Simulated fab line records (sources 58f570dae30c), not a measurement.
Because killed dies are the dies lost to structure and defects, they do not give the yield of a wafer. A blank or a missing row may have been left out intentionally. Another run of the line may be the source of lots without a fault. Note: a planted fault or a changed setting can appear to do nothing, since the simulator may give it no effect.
fab line records	flow berkeley_cmos170
record lots=14	wafers=42	last_day=16
route steps=331 shown NWELL@29 PFIELD@85 PVT@122 GATE@138
lots that met no fault: taken from a fault-free run of the same line
start_h: hours from the record's opening day to when the first of the lot's shown wafers began	wait_h: hours since the lot's step before	" repeats the value in the row above	L1.1+2: one row covering several wafers at once	- no value, or no start given	* or withheld: withheld	< > ~ a bound
route shown NAME@n: a module of which the file shows steps, and the number in the route of the first	usual: the fault-free wafers' mean and standard deviation	same: alike in all rows	chamber/n: place in a boat	sites: each site's reading	_std_site: standard deviation of those values	_edge_site: the outer-site mean with the inner-site mean subtracted	radius_mm: for every site, how far away it sits from the centre of the wafer	mask NAME#n: copy n	behind: the most recent tool/chamber to have shaped the wafer	hold: why the lot went on hold/how many hours it stayed there/how the hold came to an end	device: the n, p or np transistor that did not switch	end of line: the route-end tests of the same wafers	a step with no rows: only its recipe	killed: the dies lost at the first sort to structure and to defects; this is not the yield of the wafer	map: per-die view of a wafer (x killed, . not killed, _ where there is no die)
set.NAME: the run value of the setting; set.NAME@STEP: its run value at that earlier step	model.NAME: the simulator's own value behind a step, which no gauge read
the route's steps for a sample of lots (tables are steps, rows are wafers)
services: the hour from which a tool's chamber was out of use, counted from the record's first day as start_h (under 0 if before that day), plus the number of hours and why
## steps
# step UCB170_NWELL_STRIP_15
# recipe chemistry=O2	power_w=400	pressure_mtorr=3500	platen_temp_c=withheld	o2_flow_sccm=400	overash_fraction=0.5
# usual chamber_pressure_mTorr=3500.2/2.8	drypump_motor_current_A=6.0/0.5	o2_flow_sccm=400.0/1.4	oes_product_au=0.721/0.0045	strip_time_to_endpoint_s=18.05/0.077
lot.wafer	tool	chamber	start_h	wait_h	chamber_pressure_mTorr	drypump_motor_current_A	o2_flow_sccm	oes_product_au	rf_hours_counter_h	strip_time_to_endpoint_s
L526.1	plasma_asher-01	0	38.89	0.1	3500.0	6.5	400.6	0.725	29	18.12
L526.2	"	1	"	"	3500.4	6.1	400.2	0.721	29	18.01
L526.4	"	1	"	"	3498.4	6.1	399.5	0.715	-	18.14
L527.1	plasma_asher-02	0	45.05	0.1	3498.7	6.3	398.9	0.719	32	18.10
L527.3	"	1	"	"	3509.1	5.1	397.7	0.717	-	17.99
L527.6	"	0	"	"	3501.5	6.3	400.5	0.721	-	18.02
L529.1	plasma_asher-02	0	51.41	0.1	3504.5	6.2	400.9	0.721	33	17.87
L529.5	"	0	"	"	3498.5	6.2	399.0	0.715	-	17.90
L529.6	"	1	"	"	3495.5	5.0	400.5	0.730	-	17.86
L530.2	plasma_asher-02	1	57.57	0.1	3499.8	5.0	401.5	0.722	34	18.04
L530.3	"	0	"	"	3504.7	6.3	401.8	0.719	-	18.04
L530.6	"	1	"	"	3500.8	5.1	401.0	0.721	-	18.05
L532.1	plasma_asher-02	0	69.42	0.1	3497.0	6.2	400.7	0.715	35	18.08
L532.2	"	1	"	"	3503.9	5.1	401.4	0.725	35	18.06
L532.5	"	0	"	"	3499.7	6.2	403.1	0.722	-	18.06
L534.3	plasma_asher-01	0	79.18	0.1	3505.5	6.5	399.4	0.729	-	18.07
L534.4	"	1	"	"	3497.3	6.1	399.7	0.734	-	18.09
L534.6	"	1	"	"	3504.1	6.1	401.7	0.721	-	18.10
L535.2	plasma_asher-01	1	83.17	0.1	3501.5	6.1	398.3	0.718	34	18.12
L535.5	"	1	"	"	3496.9	6.1	399.8	0.719	-	18.04
L535.6	"	0	"	"	3501.8	6.5	400.2	0.727	-	18.07
L537.3	plasma_asher-01	1	90.72	0.1	3497.9	6.1	401.0	0.724	-	17.92
L537.4	"	0	"	"	3500.6	6.5	403.1	0.724	-	17.94
L537.5	"	1	"	"	3505.3	6.1	400.3	0.719	-	17.89
L541.2	plasma_asher-04	0	113.76	0.1	3497.4	6.1	400.1	0.721	34	18.08
L541.3	"	0	"	"	3497.5	6.1	399.8	0.719	-	18.12
L541.4	"	1	"	"	3502.1	5.3	399.8	0.720	-	17.97
L542.2	plasma_asher-04	1	119.51	0.1	3499.1	5.3	399.1	0.725	35	18.00
L542.4	"	1	"	"	3500.4	5.3	397.3	0.717	-	18.03
L542.5	"	0	"	"	3498.8	6.1	401.5	0.718	-	17.97
L545.1	plasma_asher-04	0	126.91	0.1	3499.2	6.1	396.7	0.728	36	18.20
L545.2	"	1	"	"	3496.6	5.3	399.0	0.721	36	18.15
L545.6	"	0	"	"	3499.2	6.1	397.2	0.721	-	18.15
L546.1	plasma_asher-04	1	138.52	0.1	3500.0	5.3	401.1	0.720	37	18.01
L546.3	"	1	"	"	3501.3	5.3	398.4	0.720	-	17.99
L546.4	"	0	"	"	3499.3	6.1	399.5	0.719	-	18.02
L548.3	plasma_asher-01	1	145.66	0.1	3502.4	6.1	401.1	0.715	-	18.06
L548.4	"	0	"	"	3500.6	6.6	401.1	0.718	-	18.11
L548.6	"	0	"	"	3500.0	6.5	402.8	0.717	-	18.06
L549.1	plasma_asher-01	1	159.18	0.1	3499.2	6.1	397.9	0.726	4	18.06
L549.3	"	1	"	"	3500.2	6.1	398.3	0.715	-	17.90
L549.5	"	1	"	"	3501.0	6.1	401.1	0.720	-	17.98
# step UCB170_PFIELD_OVL_MEAS_06
# usual PFIELD_OVL=2/5.8
lot.wafer	tool	chamber	start_h	wait_h	PFIELD_OVL[nm]
L526.1	overlay-02	-	94.77	-	2
L526.2	"	-	"	"	1
L526.4	"	-	"	"	-2
L527.1	overlay-01	-	101.90	-	-1
L527.3	"	-	"	"	-4
L527.6	"	-	"	"	-5
L529.1	overlay-02	-	109.91	-	1
L529.5	"	-	"	"	2
L529.6	"	-	"	"	-5
L530.2	overlay-01	-	122.39	-	-4
L530.3	"	-	"	"	-7
L530.6	"	-	"	"	-4
L532.1	overlay-01	-	127.15	-	4
L532.2	"	-	"	"	7
L532.5	"	-	"	"	-2
L535.2	overlay-02	-	135.95	-	-2
L535.5	"	-	"	"	3
L535.6	"	-	"	"	-6
L534.3	overlay-02	-	136.36	-	5
L534.4	"	-	"	"	8
L534.6	"	-	"	"	10
L537.3	overlay-01	-	156.43	-	8
L537.4	"	-	"	"	8
L537.5	"	-	"	"	8
L541.2	overlay-02	-	172.26	-	-3
L541.3	"	-	"	"	-3
L541.4	"	-	"	"	-8
L542.2	overlay-02	-	172.66	-	4
L542.4	"	-	"	"	1
L542.5	"	-	"	"	2
L545.1	overlay-01	-	189.21	-	5
L545.2	"	-	"	"	-2
L545.6	"	-	"	"	5
L546.1	overlay-01	-	201.09	-	7
L546.3	"	-	"	"	3
L546.4	"	-	"	"	6
L548.3	overlay-01	-	201.14	-	0
L548.4	"	-	"	"	2
L548.6	"	-	"	"	-4
L549.1	overlay-01	-	226.04	-	16
L549.3	"	-	"	"	15
L549.5	"	-	"	"	13
# step UCB170_PVT_IMPLANT_07
# recipe species=P	dose_cm2=2e+12	energy_kev=30	tilt_deg=7
# usual beam_energy_keV=29.999/0.0098	end_station_pressure_torr=4.98e-06/2.9e-07
lot.wafer	tool	chamber	start_h	wait_h	beam_energy_keV	end_station_pressure_torr
L526.1	implanter-03	0	131.54	0.0	30.001	5.21e-06
L526.2	"	0	"	"	29.977	4.97e-06
L526.4	"	0	"	"	29.988	5.07e-06
L527.1	implanter-03	0	137.59	0.0	30.000	5.52e-06
L527.3	"	0	"	"	30.004	4.75e-06
L527.6	"	0	"	"	30.011	4.33e-06
L529.1	implanter-01	0	154.30	0.0	30.008	4.96e-06
L529.5	"	0	"	"	29.999	4.68e-06
L529.6	"	0	"	"	29.996	4.47e-06
L530.2	implanter-01	0	161.67	0.1	29.992	4.57e-06
L530.3	"	0	"	"	29.996	4.8e-06
L530.6	"	0	"	"	29.989	5e-06
L532.1	implanter-01	0	172.96	0.0	29.992	4.73e-06
L532.2	"	0	"	"	29.999	4.7e-06
L532.5	"	0	"	"	29.995	5.19e-06
L534.3	implanter-01	0	178.84	0.1	32.310	4.94e-06
L534.4	"	0	"	"	32.300	5.09e-06
L534.6	"	0	"	"	32.297	4.87e-06
L535.2	implanter-03	0	179.09	0.0	29.998	5.74e-06
L535.5	"	0	"	"	29.998	4.94e-06
L535.6	"	0	"	"	30.002	5.44e-06
L537.3	implanter-01	0	195.92	0.1	32.305	4.67e-06
L537.4	"	0	"	"	32.308	5.06e-06
L537.5	"	0	"	"	32.317	5.37e-06
L541.2	implanter-02	0	206.92	0.0	29.997	4.47e-06
L541.3	"	0	"	"	29.981	4.89e-06
L541.4	"	0	"	"	29.982	4.53e-06
L542.2	implanter-03	0	206.96	0.0	29.981	5.28e-06
L542.4	"	0	"	"	29.992	4.68e-06
L542.5	"	0	"	"	29.995	5.63e-06
L545.1	implanter-03	0	228.36	0.0	29.985	4.89e-06
L545.2	"	0	"	"	29.997	4.58e-06
L545.6	"	0	"	"	30.002	4.61e-06
L546.1	implanter-03	0	238.90	0.0	30.004	4.95e-06
L546.3	"	0	"	"	30.013	4.37e-06
L546.4	"	0	"	"	29.998	5.44e-06
L548.3	implanter-02	0	239.10	0.1	30.001	5.34e-06
L548.4	"	0	"	"	30.003	5.12e-06
L548.6	"	0	"	"	30.007	5.19e-06
L549.1	implanter-01	0	260.41	0.0	29.986	5.31e-06
L549.3	"	0	"	"	29.999	5.58e-06
L549.5	"	0	"	"	30.000	4.82e-06
# step UCB170_PVT_TW_MEAS_09
# usual PVT_TW=508/4
lot.wafer	tool	chamber	start_h	wait_h	PVT_TW
L526.1	film_metro-03	-	131.79	0.1	508
L526.2	"	-	"	"	510
L526.4	"	-	"	"	506
L527.1	film_metro-04	-	137.84	0.1	516
L527.3	"	-	"	"	516
L527.6	"	-	"	"	516
L529.1	film_metro-04	-	154.55	0.1	514
L529.5	"	-	"	"	510
L529.6	"	-	"	"	510
L530.2	film_metro-03	-	161.91	0.1	504
L530.3	"	-	"	"	507
L530.6	"	-	"	"	509
L532.1	film_metro-04	-	173.21	0.1	511
L532.2	"	-	"	"	511
L532.5	"	-	"	"	511
L534.3	film_metro-04	-	179.06	0.1	523
L534.4	"	-	"	"	522
L534.6	"	-	"	"	525
L535.2	film_metro-01	-	179.32	0.1	504
L535.5	"	-	"	"	501
L535.6	"	-	"	"	501
L537.3	film_metro-04	-	196.14	0.1	520
L537.4	"	-	"	"	516
L537.5	"	-	"	"	519
L541.2	film_metro-04	-	207.16	0.1	509
L541.3	"	-	"	"	507
L541.4	"	-	"	"	510
L542.2	film_metro-01	-	207.20	0.1	502
L542.4	"	-	"	"	505
L542.5	"	-	"	"	504
L545.1	film_metro-04	-	228.61	0.1	511
L545.2	"	-	"	"	511
L545.6	"	-	"	"	512
L546.1	film_metro-04	-	239.15	0.1	513
L546.3	"	-	"	"	512
L546.4	"	-	"	"	512
L548.3	film_metro-01	-	239.32	0.1	500
L548.4	"	-	"	"	505
L548.6	"	-	"	"	504
L549.1	film_metro-03	-	260.66	0.1	505
L549.3	"	-	"	"	507
L549.5	"	-	"	"	509
# step UCB170_GATE_CD_MEAS_12
# recipe target_cd_nm=350
# usual cd_nm=350.2/1.5
lot.wafer	tool	chamber	start_h	wait_h	cd_nm
L526.1	cd_sem-01	-	150.71	-	350.5
L526.2	"	-	"	"	349.2
L526.4	"	-	"	"	350.6
L527.1	cd_sem-01	-	157.07	-	349.1
L527.3	"	-	"	"	350.3
L527.6	"	-	"	"	348.5
L529.1	cd_sem-02	-	166.09	-	349.2
L529.5	"	-	"	"	349.9
L529.6	"	-	"	"	350.7
L530.2	cd_sem-01	-	179.59	-	352.0
L530.3	"	-	"	"	350.7
L530.6	"	-	"	"	349.5
L532.1	cd_sem-02	-	188.01	-	348.2
L532.2	"	-	"	"	348.6
L532.5	"	-	"	"	348.7
L535.2	cd_sem-02	-	195.42	-	351.3
L535.5	"	-	"	"	352.5
L535.6	"	-	"	"	351.8
L534.3	cd_sem-02	-	195.66	-	350.8
L534.4	"	-	"	"	349.6
L534.6	"	-	"	"	350.0
L537.3	cd_sem-02	-	206.74	-	349.0
L537.4	"	-	"	"	347.6
L537.5	"	-	"	"	349.2
L541.2	cd_sem-02	-	220.75	-	351.2
L541.3	"	-	"	"	350.7
L541.4	"	-	"	"	350.9
L542.2	cd_sem-01	-	220.79	-	352.1
L542.4	"	-	"	"	354.0
L542.5	"	-	"	"	352.4
L545.1	cd_sem-01	-	243.50	-	350.5
L545.2	"	-	"	"	351.0
L545.6	"	-	"	"	349.7
L546.1	cd_sem-01	-	253.53	-	352.4
L546.3	"	-	"	"	350.9
L546.4	"	-	"	"	351.2
L548.3	cd_sem-01	-	254.12	-	347.2
L548.4	"	-	"	"	348.8
L548.6	"	-	"	"	347.9
L549.1	cd_sem-01	-	273.54	-	349.6
L549.3	"	-	"	"	349.2
L549.5	"	-	"	"	349.6
## services
tool	chamber	start_h	hours	kind
plasma_asher-04	-	20.93	28.1	pm
plasma_asher-04	-	81.71	3.9	repair
implanter-03	-	107.68	2.1	pm
plasma_asher-01	-	108.75	9.0	pm
plasma_asher-01	0	108.75	9.0	vent_cycle
plasma_asher-01	1	108.75	9.0	vent_cycle
implanter-01	-	112.54	1.8	repair
implanter-02	-	115.04	5.0	pm
plasma_asher-01	0	117.75	-	clean
plasma_asher-01	1	117.75	-	clean
plasma_asher-01	-	145.72	2.8	pm
implanter-03	-	147.85	2.0	repair
implanter-02	-	151.95	4.0	repair
implanter-01	-	155.90	5.5	pm
implanter-03	-	166.08	5.8	repair
implanter-01	-	187.09	0.6	repair
implanter-02	-	198.27	1.7	repair
plasma_asher-02	-	229.99	3.3	repair
implanter-03	-	234.55	1.2	repair
implanter-03	-	239.93	1.9	repair
plasma_asher-01	-	241.71	39.7	repair
implanter-02	-	244.83	3.4	repair
## key
first_sign step=UCB170_PVT_IMPLANT_07	reading=beam_energy_keV	direction=up	sigmas=99+	usual=29.999	struck=32.306
effect step=UCB170_PVT_TW_MEAS_09	reading=PVT_TW	direction=up	sigmas=3.1	usual=508	struck=521
met_at UCB170_PVT_IMPLANT_07
struck_lots L534,L537
tester_left_out L534,L537
not_acting_at UCB170_NWELL_STRIP_15,UCB170_PFIELD_OVL_MEAS_06,UCB170_GATE_CD_MEAS_12
onset_between 172.96 178.84
fault kind=process_parameter_drift	tool=implanter-01	chamber=-	onset_h=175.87	steps=UCB170_PVT_IMPLANT_07	channel=energy_kev	offset=2.2992	shape=step	end_h=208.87	acts_in=these_recipes_only	stated=30
# tester_left_out: of these lots the tester's yield and bins aren't shown, on N5 and GAA mostly nor the transistor test; their killed dies are dies lost to structure and defects alone, not to doping, threshold or leakage, so they don't give the yield
